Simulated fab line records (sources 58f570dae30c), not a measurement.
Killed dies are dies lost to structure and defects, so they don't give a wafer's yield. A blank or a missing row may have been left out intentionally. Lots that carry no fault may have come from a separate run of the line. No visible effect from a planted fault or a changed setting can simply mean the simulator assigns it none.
A lot that was struck, set against a sound lot | flow berkeley-cmos170 | 20 out of 331 route steps
Sound: wafers L345.2, L345.3, L345.4. Wafers struck: L347.1, L347.2, L347.5. At the end, the cause is stated.
For every step that has rows: the tool of each side, followed by ch and its chambers, followed by its first start. Under that, the readings that differ: sound wafers | struck wafers | difference of the means | sigmas: that difference in standard deviations of wafers without a fault.
alike: readings whose means differ by less than 2 such deviations, and words and numbers that are the same on both sides. not compared: withheld readings, readings that some wafer has no value for, bounds like >300 that may hide the same value, and numbers for which the record gives no deviation and whose values overlap.
A row with sigmas, a row that says differs or no value, or rows on one side alone: a step with any of these is where the two part. When numbers do not overlap yet have no deviation, they are printed without sigmas and do not part them. A reading that every wafer of one side lacks parts them only if that side has two wafers or more.

UCB170_PVT_STRIP_08: strips in O2.
  sound on plasma-asher-02 ch 0,1, day 6 15:19; struck on plasma-asher-01 ch 0,1, day 6 23:34
  alike: drypump-motor-current-A, oes-product-au, strip-time-to-endpoint-s
  not compared: rf-hours-counter-h
UCB170_PVT_TW_MEAS_09:
  sound on film-metro-02, day 6 15:25; struck on film-metro-03, day 6 23:40
  alike: PVT_TW
then, 1 step without rows for these wafers: UCB170_GATE_WET_ETCH_00 (etches SiO2 in dHF, time 200 s).
UCB170_FIELD_THK_MEAS_91:
  sound on film-metro-02, day 6 18:05; struck on film-metro-02, day 7 02:26
  alike: FIELD_OXIDE_LEFT_2_THK
then, 1 step without rows for these wafers: UCB170_GATE_OXIDATION_01 (target thk 6.6 nm, ox time 1800 s).
UCB170_GATE_THK_MEAS_02:
  sound on film-metro-01, day 6 19:38; struck on film-metro-04, day 7 04:07
  alike: GATE_OXIDE_THK
then, 2 steps without rows for these wafers: UCB170_GATE_ANNEAL_03 (time 1800 s); UCB170_GATE_CVD_04 (deposits poly-Si from SiH4, time 1440 s, target thk 214 nm).
UCB170_GATE_THK_MEAS_05:
  sound on film-metro-04, day 6 23:50; struck on film-metro-04, day 7 09:02
  alike: GATE_POLY_THK
then, 3 steps without rows for these wafers: UCB170_GATE_COAT_06; UCB170_GATE_COAT_07 (resist thk 900 nm); UCB170_GATE_SOFTBAKE_08 (time 60 s).
UCB170_GATE_EXPOSE_09: exposes mask POLY, target cd 350 nm.
  sound on krf-scanner-01 ch 0, day 7 00:21; struck on krf-scanner-01 ch 0, day 7 09:47
  reading | sound                | struck                        | difference | sigmas
  mask    | POLY#0 POLY#0 POLY#0 | POLY_R1#0 POLY_R1#0 POLY_R1#0 | differs    |
then, 2 steps without rows for these wafers: UCB170_GATE_PEB_10; UCB170_GATE_DEVELOP_11 (develop time 45 s).
UCB170_GATE_CD_MEAS_12: the cd target is 350 nm.
  sound on cd-sem-01, day 7 00:45; struck on cd-sem-02, day 7 10:23
  reading    | sound             | struck            | difference | sigmas
  cd-nm (nm) | 350.4 350.7 350.0 | 280.9 278.6 280.2 | -70.5      | -44
UCB170_GATE_OVL_MEAS_13:
  sound on overlay-01, day 7 00:51; struck on overlay-02, day 7 10:31
  alike: GATE_OVL
UCB170_GATE_ETCH_14: etches BARC in N2/H2.
  sound on rie-diel-02 ch 0,1,2, day 7 00:53; struck on rie-diel-01 ch 0,2,3, day 7 10:32
  alike: drypump-motor-current-A, oes-product-au, throttle-valve-pct
UCB170_GATE_ETCH_15: etches poly-Si in HBr/Cl2, stops on SiO2, time 56.3 s, target depth 278.2 nm.
  sound on rie-si-01 ch 0,1, day 7 00:55; struck on rie-si-01 ch 0,1,2, day 7 10:35
  reading               | sound             | struck            | difference | sigmas
  model.GATE.cd-nm (nm) | 350.9 350.3 349.7 | 280.9 278.2 279.8 | -70.7      |
  alike: drypump-motor-current-A, oes-product-au, throttle-valve-pct
  not compared: rf-hours-counter-h
UCB170_GATE_STRIP_16: strips in O2.
  sound on plasma-asher-04 ch 0,1, day 7 00:58; struck on plasma-asher-04 ch 0,1, day 7 10:38
  alike: drypump-motor-current-A, oes-product-au
  not compared: rf-hours-counter-h

## WHERE THEY PART
Last at UCB170_GATE_CD_MEAS_12 as far as this record goes, first at UCB170_GATE_EXPOSE_09. Later steps at which nothing parts them and some readings are alike: UCB170_GATE_OVL_MEAS_13, UCB170_GATE_ETCH_14, UCB170_GATE_ETCH_15, UCB170_GATE_STRIP_16.

WHY: whatever the simulator had introduced
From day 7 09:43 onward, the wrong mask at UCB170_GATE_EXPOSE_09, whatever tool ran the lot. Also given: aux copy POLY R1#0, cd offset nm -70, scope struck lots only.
